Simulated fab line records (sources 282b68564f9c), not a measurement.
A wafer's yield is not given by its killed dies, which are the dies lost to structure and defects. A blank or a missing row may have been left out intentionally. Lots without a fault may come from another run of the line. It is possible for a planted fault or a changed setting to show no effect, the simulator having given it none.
fab line records / flow ritCmos
[record] lots = 6 wafers = 18 lastDay = 7
route steps=202 shown GATE@95 REOX@98 NLDD@103
lots with no fault: from the same line, run without faults
startH: hours from the record's opening day to when the first of the lot's shown wafers began / waitH: how many hours have passed since the lot's step before this one / " the same as in the row above / L1.1+2: several wafers, shown together as one row / - no value present, or no start provided / * or withheld: withheld / < > ~ a bound
route shown NAME@n: a module of which the file shows steps, and the number in the route of the first / usual: mean/standard deviation taken from wafers without a fault / same: alike in all rows / chamber/n: place in a boat / sites: the reading at each site / _std_site: how widely they spread, as a standard deviation / _edge_site: inner sites' mean taken away from outer sites' mean / radiusMm: how far each site lies from the wafer's centre / mask NAME#n: copy n / behind: the last tool/chamber to shape the wafer / hold: reason for holding the lot/hours on hold/outcome of the hold / device: names the non-switching transistor (n, p or np) / end of line: the route-end tests of the same wafers / step lacking rows: just its recipe / killed: dies lost to structure and defects at the first sort, not the wafer's yield / map: per-die view of a wafer (x killed, . not killed, _ where there is no die)
set.NAME: the setting the step ran with; set.NAME@STEP: the setting that earlier step ran with / model.NAME: the simulator's own value behind a step, which no gauge read
lots at selected steps of the route; one table per step, one row per wafer
services: from which hour (startH, from the record's first day; less than 0 if before it) a tool's chamber was out of use, for how many hours, and why
[[steps]]
[step RIT_GATE_ETCH_19]
[recipe] chemistry = SF6/CHF3/O2 timeS = 165 SF6_flow_sccm = 30 CHF3_flow_sccm = 30 O2_flow_sccm = 5 target = poly-Si pressureMtorr = 40 rfW = 160 targetDepthA = 3125 overEtchFrac = 0.25 stopOn = SiO2
[usual] CHF3_flow_sccm = 30.00/0.084 drypumpMotorCurrentA = 5.9/0.37 oesProductAu = 0.845/0.015 throttleValvePct = 10.37/0.11
lot.wafer=L939.1 tool=rieSi-02 chamber=1 startH=87.72 waitH=0.1 CHF3_flow_sccm=29.92 drypumpMotorCurrentA=6.1 oesProductAu=0.877 rfHoursCounterH=147 throttleValvePct=10.27
lot.wafer=L939.2 tool=rieSi-02 chamber=2 startH=87.72 waitH=0.1 CHF3_flow_sccm=30.01 drypumpMotorCurrentA=6.5 oesProductAu=0.831 rfHoursCounterH=73 throttleValvePct=10.44
lot.wafer=L939.5 tool=rieSi-02 chamber=2 startH=87.72 waitH=0.1 CHF3_flow_sccm=30.36 drypumpMotorCurrentA=6.5 oesProductAu=0.831 rfHoursCounterH=- throttleValvePct=10.43
lot.wafer=L940.3 tool=rieSi-01 chamber=3 startH=95.17 waitH=0.1 CHF3_flow_sccm=30.09 drypumpMotorCurrentA=5.1 oesProductAu=0.843 rfHoursCounterH=49 throttleValvePct=10.40
lot.wafer=L940.4 tool=rieSi-01 chamber=0 startH=95.17 waitH=0.1 CHF3_flow_sccm=30.01 drypumpMotorCurrentA=6.1 oesProductAu=0.860 rfHoursCounterH=28 throttleValvePct=10.24
lot.wafer=L940.6 tool=rieSi-01 chamber=1 startH=95.17 waitH=0.1 CHF3_flow_sccm=29.90 drypumpMotorCurrentA=5.8 oesProductAu=0.848 rfHoursCounterH=- throttleValvePct=10.47
lot.wafer=L944.1 tool=rieSi-01 chamber=1 startH=111.35 waitH=0.1 CHF3_flow_sccm=30.03 drypumpMotorCurrentA=5.8 oesProductAu=0.830 rfHoursCounterH=52 throttleValvePct=10.47
lot.wafer=L944.4 tool=rieSi-01 chamber=0 startH=111.35 waitH=0.1 CHF3_flow_sccm=29.99 drypumpMotorCurrentA=6.1 oesProductAu=0.844 rfHoursCounterH=28 throttleValvePct=10.23
lot.wafer=L944.5 tool=rieSi-01 chamber=3 startH=111.35 waitH=0.1 CHF3_flow_sccm=30.05 drypumpMotorCurrentA=5.1 oesProductAu=0.851 rfHoursCounterH=- throttleValvePct=10.41
lot.wafer=L950.1 tool=rieSi-01 chamber=3 startH=143.29 waitH=0.1 CHF3_flow_sccm=29.87 drypumpMotorCurrentA=5.1 oesProductAu=0.846 rfHoursCounterH=49 throttleValvePct=10.41
lot.wafer=L950.2 tool=rieSi-01 chamber=2 startH=143.29 waitH=0.1 CHF3_flow_sccm=29.97 drypumpMotorCurrentA=5.8 oesProductAu=0.840 rfHoursCounterH=71 throttleValvePct=10.56
lot.wafer=L950.3 tool=rieSi-01 chamber=0 startH=143.29 waitH=0.1 CHF3_flow_sccm=30.11 drypumpMotorCurrentA=6.1 oesProductAu=0.859 rfHoursCounterH=28 throttleValvePct=10.22
lot.wafer=L951.2 tool=rieSi-02 chamber=2 startH=148.43 waitH=0.1 CHF3_flow_sccm=30.10 drypumpMotorCurrentA=6.5 oesProductAu=0.834 rfHoursCounterH=74 throttleValvePct=10.45
lot.wafer=L951.4 tool=rieSi-02 chamber=1 startH=148.43 waitH=0.1 CHF3_flow_sccm=29.85 drypumpMotorCurrentA=6.0 oesProductAu=0.854 rfHoursCounterH=0 throttleValvePct=10.22
lot.wafer=L951.5 tool=rieSi-02 chamber=3 startH=148.43 waitH=0.1 CHF3_flow_sccm=29.97 drypumpMotorCurrentA=5.8 oesProductAu=0.830 rfHoursCounterH=- throttleValvePct=10.26
lot.wafer=L952.1 tool=rieSi-01 chamber=0 startH=151.92 waitH=0.1 CHF3_flow_sccm=29.96 drypumpMotorCurrentA=6.1 oesProductAu=0.854 rfHoursCounterH=28 throttleValvePct=10.24
lot.wafer=L952.5 tool=rieSi-01 chamber=1 startH=151.92 waitH=0.1 CHF3_flow_sccm=30.08 drypumpMotorCurrentA=5.8 oesProductAu=0.838 rfHoursCounterH=- throttleValvePct=10.46
lot.wafer=L952.6 tool=rieSi-01 chamber=0 startH=151.92 waitH=0.1 CHF3_flow_sccm=29.91 drypumpMotorCurrentA=6.1 oesProductAu=0.852 rfHoursCounterH=- throttleValvePct=10.24
[step RIT_GATE_STRIP_20]
[recipe] chemistry = O2 timeS = 180 resist = NOVOLAK platenTempC = withheld powerW = 500 pressureMtorr = 4000 o2FlowSccm = 4000
[usual] drypumpMotorCurrentA = 5.5/0.4
lot.wafer=L939.1 tool=plasmaAsher-02 chamber=1 startH=87.83 waitH=0.1 drypumpMotorCurrentA=4.9 rfHoursCounterH=42
lot.wafer=L939.2 tool=plasmaAsher-02 chamber=0 startH=87.83 waitH=0.1 drypumpMotorCurrentA=5.8 rfHoursCounterH=42
lot.wafer=L939.5 tool=plasmaAsher-02 chamber=1 startH=87.83 waitH=0.1 drypumpMotorCurrentA=4.9 rfHoursCounterH=-
lot.wafer=L940.3 tool=plasmaAsher-04 chamber=0 startH=95.34 waitH=0.1 drypumpMotorCurrentA=5.6 rfHoursCounterH=-
lot.wafer=L940.4 tool=plasmaAsher-04 chamber=1 startH=95.34 waitH=0.1 drypumpMotorCurrentA=5.3 rfHoursCounterH=-
lot.wafer=L940.6 tool=plasmaAsher-04 chamber=1 startH=95.34 waitH=0.1 drypumpMotorCurrentA=5.2 rfHoursCounterH=-
lot.wafer=L944.1 tool=plasmaAsher-03 chamber=0 startH=111.46 waitH=0.1 drypumpMotorCurrentA=6.0 rfHoursCounterH=32
lot.wafer=L944.4 tool=plasmaAsher-03 chamber=1 startH=111.46 waitH=0.1 drypumpMotorCurrentA=5.1 rfHoursCounterH=-
lot.wafer=L944.5 tool=plasmaAsher-03 chamber=1 startH=111.46 waitH=0.1 drypumpMotorCurrentA=5.0 rfHoursCounterH=-
lot.wafer=L950.1 tool=plasmaAsher-04 chamber=0 startH=143.39 waitH=0.1 drypumpMotorCurrentA=5.6 rfHoursCounterH=2
lot.wafer=L950.2 tool=plasmaAsher-04 chamber=1 startH=143.39 waitH=0.1 drypumpMotorCurrentA=5.3 rfHoursCounterH=2
lot.wafer=L950.3 tool=plasmaAsher-04 chamber=0 startH=143.39 waitH=0.1 drypumpMotorCurrentA=5.6 rfHoursCounterH=-
lot.wafer=L951.2 tool=plasmaAsher-04 chamber=1 startH=148.54 waitH=0.1 drypumpMotorCurrentA=5.3 rfHoursCounterH=3
lot.wafer=L951.4 tool=plasmaAsher-04 chamber=0 startH=148.54 waitH=0.1 drypumpMotorCurrentA=5.6 rfHoursCounterH=-
lot.wafer=L951.5 tool=plasmaAsher-04 chamber=0 startH=148.54 waitH=0.1 drypumpMotorCurrentA=5.6 rfHoursCounterH=-
lot.wafer=L952.1 tool=plasmaAsher-04 chamber=0 startH=152.03 waitH=0.1 drypumpMotorCurrentA=5.7 rfHoursCounterH=3
lot.wafer=L952.5 tool=plasmaAsher-04 chamber=0 startH=152.03 waitH=0.1 drypumpMotorCurrentA=5.7 rfHoursCounterH=-
lot.wafer=L952.6 tool=plasmaAsher-04 chamber=1 startH=152.03 waitH=0.1 drypumpMotorCurrentA=5.3 rfHoursCounterH=-
[step RIT_GATE_CD_MEAS_90]
[recipe] targetCdNm = 150
[usual] cdNm = 148.6/2.7
lot.wafer=L939.1 tool=cdSem-01 chamber=- startH=88.00 waitH=0.1 cdNm=147.9
lot.wafer=L939.2 tool=cdSem-01 chamber=- startH=88.00 waitH=0.1 cdNm=149.8
lot.wafer=L939.5 tool=cdSem-01 chamber=- startH=88.00 waitH=0.1 cdNm=149.9
lot.wafer=L940.3 tool=cdSem-01 chamber=- startH=95.50 waitH=0.1 cdNm=142.7
lot.wafer=L940.4 tool=cdSem-01 chamber=- startH=95.50 waitH=0.1 cdNm=143.2
lot.wafer=L940.6 tool=cdSem-01 chamber=- startH=95.50 waitH=0.1 cdNm=142.7
lot.wafer=L944.1 tool=cdSem-01 chamber=- startH=111.64 waitH=0.1 cdNm=148.0
lot.wafer=L944.4 tool=cdSem-01 chamber=- startH=111.64 waitH=0.1 cdNm=148.1
lot.wafer=L944.5 tool=cdSem-01 chamber=- startH=111.64 waitH=0.1 cdNm=145.6
lot.wafer=L950.1 tool=cdSem-02 chamber=- startH=143.57 waitH=0.1 cdNm=151.7
lot.wafer=L950.2 tool=cdSem-02 chamber=- startH=143.57 waitH=0.1 cdNm=148.8
lot.wafer=L950.3 tool=cdSem-02 chamber=- startH=143.57 waitH=0.1 cdNm=150.9
lot.wafer=L951.2 tool=cdSem-01 chamber=- startH=148.74 waitH=0.1 cdNm=154.6
lot.wafer=L951.4 tool=cdSem-01 chamber=- startH=148.74 waitH=0.1 cdNm=149.4
lot.wafer=L951.5 tool=cdSem-01 chamber=- startH=148.74 waitH=0.1 cdNm=151.7
lot.wafer=L952.1 tool=cdSem-02 chamber=- startH=152.21 waitH=0.1 cdNm=152.0
lot.wafer=L952.5 tool=cdSem-02 chamber=- startH=152.21 waitH=0.1 cdNm=148.9
lot.wafer=L952.6 tool=cdSem-02 chamber=- startH=152.21 waitH=0.1 cdNm=148.0
[step RIT_REOX_CLEAN_00]
[recipe] chemistry = SC1 mix = 3:3:50 timeS = 600 tempC = 75
[step RIT_REOX_CLEAN_01]
[recipe] chemistry = dHF dilution = 50:1 timeS = 30
[step RIT_REOX_CLEAN_02]
[recipe] chemistry = SC2 mix = 3:3:50 timeS = 600 tempC = 75 dry = n2Spin
[step RIT_REOX_OXIDATION_03]
[recipe] tempC = 902.6 ambient = O2 targetThkA = 252 oxTimeS = 5580
[step RIT_REOX_THK_MEAS_04]
[recipe] reads = SiO2_of_REOX_OXIDATION_03
[usual] REOX_OXIDE_THK = 26.0/0.5
lot.wafer=L939.1 tool=filmMetro-01 chamber=- startH=91.91 waitH=0.0 REOX_OXIDE_THK[nm]=25.9
lot.wafer=L939.2 tool=filmMetro-01 chamber=- startH=91.91 waitH=0.0 REOX_OXIDE_THK[nm]=25.5
lot.wafer=L939.5 tool=filmMetro-01 chamber=- startH=91.91 waitH=0.0 REOX_OXIDE_THK[nm]=26.2
lot.wafer=L940.3 tool=filmMetro-02 chamber=- startH=99.51 waitH=0.0 REOX_OXIDE_THK[nm]=25.4
lot.wafer=L940.4 tool=filmMetro-02 chamber=- startH=99.51 waitH=0.0 REOX_OXIDE_THK[nm]=24.9
lot.wafer=L940.6 tool=filmMetro-02 chamber=- startH=99.51 waitH=0.0 REOX_OXIDE_THK[nm]=24.9
lot.wafer=L944.1 tool=filmMetro-02 chamber=- startH=114.71 waitH=0.0 REOX_OXIDE_THK[nm]=26.6
lot.wafer=L944.4 tool=filmMetro-02 chamber=- startH=114.71 waitH=0.0 REOX_OXIDE_THK[nm]=26.7
lot.wafer=L944.5 tool=filmMetro-02 chamber=- startH=114.71 waitH=0.0 REOX_OXIDE_THK[nm]=26.3
lot.wafer=L950.1 tool=filmMetro-01 chamber=- startH=146.61 waitH=0.0 REOX_OXIDE_THK[nm]=24.9
lot.wafer=L950.2 tool=filmMetro-01 chamber=- startH=146.61 waitH=0.0 REOX_OXIDE_THK[nm]=25.1
lot.wafer=L950.3 tool=filmMetro-01 chamber=- startH=146.61 waitH=0.0 REOX_OXIDE_THK[nm]=25.1
lot.wafer=L951.2 tool=filmMetro-04 chamber=- startH=151.76 waitH=0.0 REOX_OXIDE_THK[nm]=25.5
lot.wafer=L951.4 tool=filmMetro-04 chamber=- startH=151.76 waitH=0.0 REOX_OXIDE_THK[nm]=26.0
lot.wafer=L951.5 tool=filmMetro-04 chamber=- startH=151.76 waitH=0.0 REOX_OXIDE_THK[nm]=25.7
lot.wafer=L952.1 tool=filmMetro-04 chamber=- startH=155.55 waitH=0.0 REOX_OXIDE_THK[nm]=26.8
lot.wafer=L952.5 tool=filmMetro-04 chamber=- startH=155.55 waitH=0.0 REOX_OXIDE_THK[nm]=27.2
lot.wafer=L952.6 tool=filmMetro-04 chamber=- startH=155.55 waitH=0.0 REOX_OXIDE_THK[nm]=26.6
[step RIT_NLDD_HMDS_00]
[recipe] primeTimeS = 60 primeTempC = 140
[step RIT_NLDD_COAT_01]
[recipe] resist = NOVOLAK spinRpm = 3250 resistThkNm = 1000
[step RIT_NLDD_SOFTBAKE_02]
[recipe] resist = NOVOLAK tempC = 90 timeS = 60
[step RIT_NLDD_EXPOSE_03]
[recipe] maskId = M7 na = 0.57 targetCdNm = 40700 doseMj = 250
[step RIT_NLDD_PEB_04]
[recipe] resist = NOVOLAK tempC = withheld timeS = withheld
[usual] chillPlateTempC = * exhaustPa = 45.2/0.84 resistLineTempC = *
lot.wafer=L939.1 tool=lithoTrack-01 chamber=0 startH=92.73 waitH=0.3 chillPlateTempC=* exhaustPa=45.1 resistLineTempC=*
lot.wafer=L939.2 tool=lithoTrack-01 chamber=0 startH=92.73 waitH=0.3 chillPlateTempC=* exhaustPa=45.7 resistLineTempC=*
lot.wafer=L939.5 tool=lithoTrack-01 chamber=0 startH=92.73 waitH=0.3 chillPlateTempC=* exhaustPa=47.3 resistLineTempC=*
lot.wafer=L940.3 tool=lithoTrack-03 chamber=0 startH=100.17 waitH=0.1 chillPlateTempC=* exhaustPa=45.6 resistLineTempC=*
lot.wafer=L940.4 tool=lithoTrack-03 chamber=0 startH=100.17 waitH=0.1 chillPlateTempC=* exhaustPa=45.8 resistLineTempC=*
lot.wafer=L940.6 tool=lithoTrack-03 chamber=0 startH=100.17 waitH=0.1 chillPlateTempC=* exhaustPa=44.9 resistLineTempC=*
lot.wafer=L944.1 tool=lithoTrack-03 chamber=0 startH=115.33 waitH=0.1 chillPlateTempC=* exhaustPa=45.1 resistLineTempC=*
lot.wafer=L944.4 tool=lithoTrack-03 chamber=0 startH=115.33 waitH=0.1 chillPlateTempC=* exhaustPa=44.3 resistLineTempC=*
lot.wafer=L944.5 tool=lithoTrack-03 chamber=0 startH=115.33 waitH=0.1 chillPlateTempC=* exhaustPa=44.6 resistLineTempC=*
lot.wafer=L950.1 tool=lithoTrack-04 chamber=- startH=147.35 waitH=0.2 chillPlateTempC=- exhaustPa=- resistLineTempC=-
lot.wafer=L950.2 tool=lithoTrack-04 chamber=- startH=147.35 waitH=0.2 chillPlateTempC=- exhaustPa=- resistLineTempC=-
lot.wafer=L950.3 tool=lithoTrack-04 chamber=- startH=147.35 waitH=0.2 chillPlateTempC=- exhaustPa=- resistLineTempC=-
lot.wafer=L951.2 tool=lithoTrack-01 chamber=- startH=152.41 waitH=0.1 chillPlateTempC=- exhaustPa=- resistLineTempC=-
lot.wafer=L951.4 tool=lithoTrack-01 chamber=- startH=152.41 waitH=0.1 chillPlateTempC=- exhaustPa=- resistLineTempC=-
lot.wafer=L951.5 tool=lithoTrack-01 chamber=- startH=152.41 waitH=0.1 chillPlateTempC=- exhaustPa=- resistLineTempC=-
lot.wafer=L952.1 tool=lithoTrack-03 chamber=0 startH=156.30 waitH=0.1 chillPlateTempC=* exhaustPa=43.9 resistLineTempC=*
lot.wafer=L952.5 tool=lithoTrack-03 chamber=0 startH=156.30 waitH=0.1 chillPlateTempC=* exhaustPa=44.8 resistLineTempC=*
lot.wafer=L952.6 tool=lithoTrack-03 chamber=0 startH=156.30 waitH=0.1 chillPlateTempC=* exhaustPa=44.9 resistLineTempC=*
[step RIT_NLDD_DEVELOP_05]
[recipe] resist = NOVOLAK developTimeS = 50 devTempC = 23
[[services]]
tool=plasmaAsher-04 chamber=- startH=108.75 hours=9.0 kind=pm
tool=plasmaAsher-04 chamber=0 startH=108.75 hours=9.0 kind=ventCycle
tool=plasmaAsher-04 chamber=1 startH=108.75 hours=9.0 kind=ventCycle
tool=plasmaAsher-04 chamber=0 startH=117.75 hours=- kind=clean
tool=plasmaAsher-04 chamber=1 startH=117.75 hours=- kind=clean
tool=rieSi-02 chamber=1 startH=124.67 hours=- kind=clean
tool=rieSi-02 chamber=1 startH=124.67 hours=19.3 kind=scheduledDown
tool=rieSi-02 chamber=1 startH=124.67 hours=19.3 kind=ventCycle
[[key]]
[firstSign] step = RIT_NLDD_PEB_04 reading = toolRecord direction = missing
effect none on later readings
metAt RIT_NLDD_PEB_04
struckWafers L950.1,L950.2,L950.3,L951.2,L951.4,L951.5
sortLeftOut L950.1,L950.2,L950.3,L951.2,L951.4,L951.5
testerLeftOut L950,L951
onsetBetween 92.73 147.35
[fault] kind = skippedStepWhole tool = lithoTrack-01,lithoTrack-04 chamber = - onsetH = 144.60 steps = RIT_NLDD_PEB_04 scope = struckLotsOnly
// testerLeftOut: of these lots the tester's yield and bins aren't shown, on N5 and GAA mostly nor the transistor test; their killed dies are dies lost to structure and defects alone, not to doping, threshold or leakage, so they don't give the yield
// sortLeftOut: the simulated sort isn't trusted on such a fault, so these wafers' sort isn't shown, and their yield isn't known
